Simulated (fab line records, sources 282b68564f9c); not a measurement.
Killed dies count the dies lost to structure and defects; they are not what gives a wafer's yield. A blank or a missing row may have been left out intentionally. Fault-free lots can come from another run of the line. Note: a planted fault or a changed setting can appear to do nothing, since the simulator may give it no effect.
Which tool was responsible? | flow rit-cmos | Sampling: 7 lots, 21 wafers, 2 of 202 route steps

WHAT THE GAUGES SHOWED, per wafer
RIT_NLDD_TW_MEAS_10.
lot  | measured     | on            | NLDD_TW
L271 | day 2 22:55  | film-metro-04 | 2483 2478 2490
L273 | day 3 18:07  | film-metro-03 | 2474 2465 2465
L279 | day 5 07:07  | film-metro-01 | 2515 2507 2498
L281 | day 5 07:36  | film-metro-01 | 2514 2511 2518
L283 | day 5 21:50  | film-metro-03 | 2461 2463 2469
L287 | day 6 13:16  | film-metro-03 | 1894 1904 1891
L292 | day 19 01:35 | film-metro-03 | 2467 2455 2467

WHAT TOOL EACH LOT RAN ON (gives the tool, then ch and the chambers of the sampled wafers, and finally the start)
lot  | RIT_NLDD_IMPLANT_08
L271 | implanter-03 ch 0, day 2 22:35
L273 | implanter-01 ch 0, day 3 17:47
L279 | implanter-04 ch 0, day 5 06:47
L281 | implanter-04 ch 0, day 5 07:19
L283 | implanter-01 ch 0, day 5 21:31
L287 | implanter-04 ch 0, day 6 12:56
L292 | implanter-01 ch 0, day 19 01:17
- RIT_NLDD_IMPLANT_08

THE ANSWER, worked out from the rows above alone
Rule: usual is defined by the lots themselves. Put in order of their means at a reading, lots are off if they are a third of the lots or fewer, leave a main group of 4 or more, and stand apart from it by a gap of 3 or more times the standard deviation of the main group's means; of several such gaps the widest counts. Not used: any main group whose means are identical at the precision the tables above print for the reading. A lot without any number at a reading at which 4 lots or more have one is off too. The other lots that the step has rows for count as sound.
Off: L287, seen at RIT_NLDD_TW_MEAS_10 (NLDD_TW). The main group has a mean of 2483 with a standard deviation of 20.
If a tool, at a process step before that reading, ran all the lots that are off and no sound lot after the first of them, it fits. Gauges at RIT_NLDD_TW_MEAS_10: tried the same way as those tools. One fits: implanter-04 at RIT_NLDD_IMPLANT_08. A fault onset in the window from L281 (day 5 07:19, its last sound lot) to L287 (day 6 12:56, its first lot off) fits.

WHAT THE SIMULATOR HAD INSERTED
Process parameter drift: implanter-04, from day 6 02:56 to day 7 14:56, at RIT_NLDD_IMPLANT_08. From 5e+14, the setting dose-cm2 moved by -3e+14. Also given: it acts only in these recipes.
Lots struck among those shown: L287. This agrees with what the rule above found.
